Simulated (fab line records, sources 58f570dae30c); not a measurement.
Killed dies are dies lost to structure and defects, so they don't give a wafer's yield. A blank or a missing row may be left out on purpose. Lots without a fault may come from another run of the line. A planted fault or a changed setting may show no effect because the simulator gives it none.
fab line records | flow berkeley_cmos170
record lots=7 wafers=21 last_day=13
route steps=331 shown NLDD@167 SPACER@171 PSD@175
lots that met no fault: from a run of the same line without faults
start_h: hours from the record's first day to the start of the lot's first wafer shown | wait_h: hours since the lot's step before | " the same as in the row above | L1.1+2: a row that stands for several wafers | - no value, or no start given | * or withheld: withheld | < > ~ a bound
route shown NAME@n: a module of which the file shows steps, and the number in the route of the first | usual: mean/standard deviation of fault-free wafers | same: alike in all rows | chamber/n: place in a boat | sites: the reading at each site | _std_site: their standard deviation | _edge_site: outer sites' mean less inner sites' | radius_mm: how far each site lies from the wafer's centre | mask NAME#n: copy n | behind: the tool/chamber that last shaped the wafer | hold: why the lot was held/for how many hours/how that ended | device: the transistor (n, p or np) that didn't switch | end of line: the same wafers' tests at the end of the route | a step without rows: its recipe alone | killed: dies lost to structure and defects at the first sort, not the wafer's yield | map: a wafer's dies, x killed, . not, _ none there
set.NAME: the setting as run; set.NAME@STEP: as run at that earlier step | model.NAME: the simulator's own value behind a step, which no gauge read
lots at some steps of the route; a table a step, a row a wafer
services: from which hour (start_h, from the record's first day; less than 0 if before it) a tool's chamber was out of use, for how many hours, and why
## steps
# step UCB170_NLDD_IMPLANT_09
# recipe species=As dose_cm2=5e+13 energy_kev=30 tilt_deg=7 rotation_deg=180
# step UCB170_NLDD_STRIP_10
# recipe chemistry=O2 power_w=400 pressure_mtorr=3500 platen_temp_c=withheld o2_flow_sccm=400 overash_fraction=0.5
# usual drypump_motor_current_A=6.01/0.29 oes_product_au=0.735/0.0046 strip_time_to_endpoint_s=21.66/0.062
# same overash_fraction=0.5
# columns lot.wafer tool chamber start_h wait_h drypump_motor_current_A oes_product_au rf_hours_counter_h strip_time_to_endpoint_s
L425.3 plasma_asher-02 1 177.06 0.1 6.45 0.738 - 21.62
L425.5 " 0 " " 5.68 0.734 - 21.62
L425.6 " 1 " " 6.48 0.742 - 21.55
L434.2 plasma_asher-04 0 219.51 0.1 6.31 0.732 44 21.78
L434.3 " 1 " " 5.72 0.731 - 21.79
L434.4 " 0 " " 6.29 0.737 - 21.78
L432.3 plasma_asher-01 0 219.67 0.1 5.91 0.741 - 21.75
L432.5 " 1 " " 6.01 0.741 - 21.73
L432.6 " 0 " " 5.91 0.731 - 21.72
L433.2 plasma_asher-01 1 236.15 0.1 6.02 0.730 12 21.50
L433.3 " 0 " " 5.94 0.725 - 21.63
L433.6 " 1 " " 6.02 0.739 - 21.62
L437.1 plasma_asher-02 1 244.51 0.1 6.48 0.744 51 21.74
L437.4 " 0 " " 5.66 0.735 - 21.69
L437.6 " 1 " " 6.50 0.723 - 21.65
L442.1 plasma_asher-01 0 251.60 0.1 5.87 0.733 14 21.52
L442.3 " 0 " " 5.91 0.741 - 21.55
L442.6 " 0 " " 5.88 0.734 - 21.60
L443.4 plasma_asher-01 1 276.48 0.1 6.01 0.736 - 21.63
L443.5 " 0 " " 5.87 0.737 - 21.62
L443.6 " 1 " " 6.00 0.732 - 21.59
# step UCB170_NLDD_TW_MEAS_11
# usual NLDD_TW=2218/15
# columns lot.wafer tool chamber start_h wait_h NLDD_TW
L425.3 film_metro-02 - 177.15 0.1 2235
L425.5 " - " " 2223
L425.6 " - " " 2234
L434.2 film_metro-02 - 219.62 0.1 2228
L434.3 " - " " 2219
L434.4 " - " " 2228
L432.3 film_metro-01 - 219.75 0.1 2223
L432.5 " - " " 2218
L432.6 " - " " 2219
L433.2 film_metro-02 - 236.26 0.1 2219
L433.3 " - " " 2219
L433.6 " - " " 2208
L437.1 film_metro-04 - 244.61 0.1 2203
L437.4 " - " " 2198
L437.6 " - " " 2198
L442.1 film_metro-04 - 251.70 0.1 2192
L442.3 " - " " 2190
L442.6 " - " " 2205
L443.4 film_metro-02 - 276.58 0.1 2236
L443.5 " - " " 2228
L443.6 " - " " 2233
# step UCB170_NLDD_CLEAN_12
# recipe chemistry=SPM temp_c=120 time_s=600
# step UCB170_SPACER_CVD_00
# recipe material=SiO2 target_thk_nm=376 temp_c=390 precursor=TEOS/O2 time_s=45.16 rf_w=550 pressure_mtorr=9000
# usual heater_power_w=286/59
# columns lot.wafer tool chamber start_h wait_h heater_power_w since_wet_clean_h
L425.3 pecvd-03 0 177.38 0.0 414 256
L425.5 " 0 " " 422 -
L425.6 " 1 " " 286 -
L434.2 pecvd-04 2 219.85 0.0 198 405
L434.3 " 1 " " 337 405
L434.4 " 1 " " 340 -
L432.3 pecvd-02 2 220.02 0.0 223 71
L432.5 " 2 " " 236 -
L432.6 " 1 " " 252 -
L433.2 pecvd-03 0 236.48 0.0 370 315
L433.3 " 2 " " 253 315
L433.6 " 2 " " 269 -
L437.1 pecvd-03 1 244.85 0.0 265 323
L437.4 " 2 " " 302 -
L437.6 " 1 " " 278 -
L442.1 pecvd-03 1 251.99 0.0 304 330
L442.3 " 0 " " 324 330
L442.6 " 0 " " 342 -
L443.4 pecvd-03 2 276.80 0.0 313 -
L443.5 " 0 " " 388 -
L443.6 " 1 " " 329 -
# step UCB170_SPACER_THK_MEAS_01
# recipe reads=SiO2_of_SPACER_CVD_00
# usual SPACER_TEOS_THK=361/4.8
# columns lot.wafer tool chamber start_h wait_h SPACER_TEOS_THK[nm]
L425.3 film_metro-04 - 177.44 0.0 363
L425.5 " - " " 371
L425.6 " - " " 362
L434.2 film_metro-04 - 219.90 0.0 362
L434.3 " - " " 359
L434.4 " - " " 365
L432.3 film_metro-03 - 220.09 0.0 358
L432.5 " - " " 366
L432.6 " - " " 361
L433.2 film_metro-02 - 236.54 0.0 361
L433.3 " - " " 362
L433.6 " - " " 366
L437.1 film_metro-02 - 244.89 0.0 358
L437.4 " - " " 365
L437.6 " - " " 361
L442.1 film_metro-03 - 252.03 0.0 358
L442.3 " - " " 359
L442.6 " - " " 368
L443.4 film_metro-02 - 276.85 0.0 369
L443.5 " - " " 372
L443.6 " - " " 368
# step UCB170_SPACER_ANNEAL_02
# recipe temp_c=900 time_s=1800 ambient=N2
# step UCB170_SPACER_ETCHBACK_03
# recipe stop_on=Si target=SiO2 chemistry=CHF3/CF4/Ar CHF3_flow_sccm=50 cf4_flow_sccm=10 Ar_flow_sccm=120 pressure_mtorr=200 rf_w=500 target_depth_a=3760 time_s=100
# usual cf4_flow_sccm=10.00/0.031 drypump_motor_current_A=5.7/0.52 oes_product_au=0.878/0.015 throttle_valve_pct=6.49/0.066
# columns lot.wafer tool chamber start_h wait_h cf4_flow_sccm drypump_motor_current_A oes_product_au rf_hours_counter_h throttle_valve_pct
L425.3 rie_diel-04 2 184.10 0.0 10.04 4.9 0.883 145 6.54
L425.5 " 3 " " 9.99 6.1 0.918 - 6.50
L425.6 " 0 " " 10.00 5.5 0.870 - 6.39
L432.3 rie_diel-01 3 225.64 0.0 10.01 6.4 0.867 120 6.47
L432.5 " 0 " " 9.98 6.5 0.893 - 6.64
L432.6 " 3 " " 10.03 6.3 0.877 - 6.47
L434.2 rie_diel-03 0 225.64 0.0 10.02 6.0 0.875 17 6.43
L434.3 " 1 " " 10.02 5.5 0.881 84 6.57
L434.4 " 2 " " 9.99 5.9 0.904 1 6.56
L433.2 rie_diel-01 0 241.56 0.0 10.04 6.5 0.878 97 6.62
L433.3 " 2 " " 9.97 5.1 0.874 71 6.50
L433.6 " 1 " " 9.99 5.0 0.880 - 6.49
L437.1 rie_diel-01 1 250.33 0.0 10.01 5.0 0.867 1 6.50
L437.4 " 0 " " 9.97 6.5 0.886 97 6.64
L437.6 " 1 " " 10.02 5.0 0.869 - 6.49
L442.1 rie_diel-01 2 258.47 0.0 9.98 5.1 0.856 72 6.50
L442.3 " 3 " " 10.00 6.3 0.872 122 6.48
L442.6 " 2 " " 10.01 5.1 0.873 - 6.49
L443.4 rie_diel-04 0 282.19 0.0 10.04 5.5 0.886 8 6.40
L443.5 " 1 " " 10.01 5.6 0.918 - 6.40
L443.6 " 2 " " 9.98 4.9 0.879 - 6.56
# step UCB170_PSD_HMDS_00
# recipe prime_time_s=60 prime_temp_c=100
# step UCB170_PSD_COAT_01
# recipe resist=KrF spin_rpm=1500 resist_thk_nm=900
# step UCB170_PSD_SOFTBAKE_02
# recipe resist=KrF temp_c=130 time_s=60
# step UCB170_PSD_EXPOSE_03
# recipe mask_id=PSELECT_MOD na=0.5 sigma_outer=0.6 source_shape=conventional target_cd_nm=1200 dose_mj=30
# step UCB170_PSD_PEB_04
# recipe peb_temp_c=130 peb_time_s=withheld resist=KrF
# usual chill_plate_temp_C=22.99/0.12 exhaust_pa=44.9/0.94
# columns lot.wafer tool chamber start_h wait_h chill_plate_temp_C exhaust_pa
L425.3 litho_track-02 0 185.46 0.2 22.92 43.6
L425.5 " 0 " " 22.97 43.3
L425.6 " 0 " " 22.87 44.9
L434.2 litho_track-01 - 226.43 0.1 - -
L434.3 " - " " - -
L434.4 " - " " - -
L432.3 litho_track-04 - 226.64 0.2 - -
L432.5 " - " " - -
L432.6 " - " " - -
L433.2 litho_track-02 - 242.56 0.3 - -
L433.3 " - " " - -
L433.6 " - " " - -
L437.1 litho_track-04 0 251.53 0.7 23.06 44.9
L437.4 " 0 " " 23.16 45.0
L437.6 " 0 " " 22.98 44.8
L442.1 litho_track-04 0 259.41 0.2 22.98 45.6
L442.3 " 0 " " 23.12 45.5
L442.6 " 0 " " 22.98 45.4
L443.4 litho_track-04 0 283.34 0.3 22.88 45.9
L443.5 " 0 " " 22.90 45.2
L443.6 " 0 " " 22.98 44.4
# step UCB170_PSD_DEVELOP_05
# recipe developer=TMAH develop_time_s=45 resist=KrF dev_temp_c=21
## services
# columns tool chamber start_h hours kind
rie_diel-01 3 167.98 15.8 repair
rie_diel-03 2 170.85 - clean
rie_diel-03 2 170.85 15.7 scheduled_down
rie_diel-03 2 170.85 15.7 vent_cycle
plasma_asher-04 - 184.38 2.9 repair
pecvd-04 - 185.89 2.8 pm
pecvd-02 0 190.99 2.1 repair
rie_diel-01 - 194.32 0.2 repair
rie_diel-04 2 204.01 - clean
rie_diel-04 2 204.01 22.2 scheduled_down
rie_diel-04 2 204.01 22.2 vent_cycle
plasma_asher-01 - 207.41 2.8 pm
rie_diel-04 3 210.00 3.5 repair
rie_diel-01 1 216.42 - clean
rie_diel-01 1 216.42 17.9 scheduled_down
rie_diel-01 1 216.42 17.9 vent_cycle
pecvd-03 0 224.01 5.9 repair
rie_diel-04 - 238.55 2.8 pm
pecvd-04 - 242.50 14.0 pm
pecvd-04 0 242.50 27.8 vent_cycle
pecvd-04 1 242.50 14.0 vent_cycle
pecvd-04 2 242.50 14.0 vent_cycle
pecvd-04 - 244.81 1.8 repair
pecvd-04 0 250.45 19.9 repair
## key
first_sign step=UCB170_PSD_PEB_04 reading=tool_record direction=missing
effect none on later readings
met_at UCB170_PSD_PEB_04
struck_wafers L432.3,L432.5,L432.6,L433.2,L433.3,L433.6,L434.2,L434.3,L434.4
sort_left_out L432.3,L432.5,L432.6,L433.2,L433.3,L433.6,L434.2,L434.3,L434.4
tester_left_out L432,L433,L434
onset_between 185.46 226.43
fault kind=skipped_step_whole tool=litho_track-01,litho_track-02,litho_track-04 chamber=- onset_h=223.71 steps=UCB170_PSD_PEB_04 scope=struck_lots_only
# tester_left_out: of these lots the tester's yield and bins aren't shown, on N5 and GAA mostly nor the transistor test; their killed dies are dies lost to structure and defects alone, not to doping, threshold or leakage, so they don't give the yield
# sort_left_out: the simulated sort isn't trusted on such a fault, so these wafers' sort isn't shown, and their yield isn't known
